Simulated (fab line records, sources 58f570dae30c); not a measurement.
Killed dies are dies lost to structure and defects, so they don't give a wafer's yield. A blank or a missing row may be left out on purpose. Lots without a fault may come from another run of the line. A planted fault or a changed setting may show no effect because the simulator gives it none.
Split-lot experiment | flow berkeley_cmos170 | 5 lots, 23 wafers read, on a route of 331 steps

THE SPLIT
At UCB170_PSD_EXPOSE_03 (exposes mask PSELECT MOD, target cd 1200 nm), the setting dose_mj was moved away from the recipe's 30 on 12 of the 23 wafers read, by -7.2% to +5.3%. The other wafers ran this setting at the recipe's value.

FROM THE SPLIT TO THE READING: what the file shows between them, 2 steps
- UCB170_PSD_PEB_04
- UCB170_PSD_DEVELOP_05: develop time 45 s

THE READING
cd_nm, in nm, at UCB170_PSD_CD_MEAS_06 (target cd 1200 nm). Fault-free wafers of this fab line usually give 1200.2 nm, standard deviation 1.6 nm.

wafer  | tool, chamber at the split | dose_mj as run | against the recipe | cd_nm, nm | against lot-mates on the recipe
L074.1 | krf_scanner-02, 0          | 27.83          | -7.2%              | 1188.2    | -14.3
L074.2 | krf_scanner-02, 0          | 27.83          | -7.2%              | 1189.6    | -12.9
L074.4 | krf_scanner-02, 0          | 27.83          | -7.2%              | 1189.0    | -13.5
L074.5 | krf_scanner-02, 0          | 30             | recipe             | 1201.8    | -
L074.6 | krf_scanner-02, 0          | 30             | recipe             | 1203.2    | -
L075.1 | krf_scanner-02, 0          | 30             | recipe             | 1199.2    | -
L075.2 | krf_scanner-02, 0          | 28.31          | -5.6%              | 1189.5    | -10.2
L075.4 | krf_scanner-02, 0          | 28.31          | -5.6%              | 1190.4    | -9.3
L075.5 | krf_scanner-02, 0          | 30             | recipe             | 1200.3    | -
L075.6 | krf_scanner-02, 0          | 28.31          | -5.6%              | 1190.3    | -9.5
L080.1 | krf_scanner-02, 0          | 30             | recipe             | 1200.6    | -
L080.4 | krf_scanner-02, 0          | 30             | recipe             | 1199.7    | -
L080.6 | krf_scanner-02, 0          | 30             | recipe             | 1201.9    | -
L083.2 | krf_scanner-01, 0          | 31.59          | +5.3%              | 1209.4    | +9.5
L083.3 | krf_scanner-01, 0          | 31.59          | +5.3%              | 1209.8    | +9.9
L083.4 | krf_scanner-01, 0          | 30             | recipe             | 1199.2    | -
L083.5 | krf_scanner-01, 0          | 31.59          | +5.3%              | 1208.2    | +8.3
L083.6 | krf_scanner-01, 0          | 30             | recipe             | 1200.6    | -
L082.1 | krf_scanner-01, 0          | 30.66          | +2.2%              | 1205.8    | +3.3
L082.3 | krf_scanner-01, 0          | 30             | recipe             | 1202.2    | -
L082.4 | krf_scanner-01, 0          | 30.66          | +2.2%              | 1207.0    | +4.5
L082.5 | krf_scanner-01, 0          | 30.66          | +2.2%              | 1206.0    | +3.5
L082.6 | krf_scanner-01, 0          | 30             | recipe             | 1202.7    | -

THE FIT
A straight line over all 23 wafers: cd_nm changes by +1.74 nm for each +1% of dose_mj; r = +0.98; the points scatter about the line by 1.3 nm.
The same after taking each lot's own level away (the mean of its wafers on the recipe; 23 wafers): +1.79 nm for each +1%; r = +1.00; scatter 0.71 nm.
On that fit, the largest move of dose_mj shifts the reading by 13 nm.
The lots' own levels span 1199.75 to 1202.50 nm, that is 1.7 times the standard deviation above.
So the lot-to-lot level changes the slope little: the two slopes agree.
Check: with one of the wafers moved furthest among these (-7.2%) left out of the fit, the line predicts -12.8 nm for it against its lot-mates. It came out at -14.3 nm against them.

OTHER SPLITS ON THESE WAFERS
These wafers also went through other splits before the reading. Each is held against what the fit with the lots' levels taken away leaves over:
other split on the same wafers        | wafers away from the commonest value | r with cd_nm (lot level and that fit taken away)
UCB170_NWELL_ETCH_13 time_s           | 10                                   | +0.21
UCB170_PWELL_CVD_05 sih2cl2_flow_sccm | 15                                   | +0.22
UCB170_ACTIVE_EXPOSE_10 dose_mj       | 5                                    | -0.03
UCB170_PFIELD_IMPLANT_07 energy_kev   | 10                                   | +0.34
UCB170_SACOX_OXIDATION_01 ox_time_s   | 18                                   | -0.28
UCB170_NLDD_STRIP_10 o2_flow_sccm     | 8                                    | -0.01

THE FILE'S OWN FIT
cd_nm changes by +1.79 nm for each +1% of dose_mj, r = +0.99.
